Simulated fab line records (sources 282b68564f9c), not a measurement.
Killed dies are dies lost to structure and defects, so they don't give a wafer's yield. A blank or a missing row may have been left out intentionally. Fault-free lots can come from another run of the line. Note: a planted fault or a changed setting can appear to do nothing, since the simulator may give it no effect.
Matching of chambers    flow rit-cmos    3 sister chambers for RIT_SDANNEAL_CLEAN_00 on wet-bench-01
The step cleans in SC1, time 600 s. 3 wafers are shown with their chamber, then 8 later ones without.

== EACH WAFER AND ITS CHAMBER ==
wafer   chamber  bath-heat-duty-pct (%)
L198.6  2        14.2
L200.6  1        16.6
L215.1  3        14.5

== WAFERS WITHOUT THEIR CHAMBER ==
wafer   bath-heat-duty-pct (%)
L215.3  14.2
L215.6  14.4
L218.1  13.9
L218.4  13.4
L218.6  14.4
L219.1  14.0
L219.2  14.6
L219.6  14.5

== EACH ONE'S CHAMBER ==
wafer   from the rows above      in truth
L215.3  can't be placed: 2 or 3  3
L215.6  can't be placed: 3 or 2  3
L218.1  can't be placed: 2 or 3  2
L218.4  can't be placed: 2 or 3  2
L218.6  can't be placed: 3 or 2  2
L219.1  can't be placed: 2 or 3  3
L219.2  can't be placed: 3 or 2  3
L219.6  can't be placed: 3 or 2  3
Correctly placed: 0 of 8. From these rows, 8 cannot be placed; in 8 the true chamber is one of the candidates. Number placed wrongly: 0.
How it was worked out, from the rows above alone: a wafer's distance from a chamber is the root of the sum, over the readings, of the square of ((its reading less the chamber's mean) divided by the reading's scatter). The wafer belongs to the nearest chamber; if the next one is less than 2 further off, it can't be placed. Each chamber's mean is taken over the wafers shown for it. The scatter: with one shown wafer a chamber, the root of the mean of the squares of how far each hidden wafer lies from its nearest shown one.
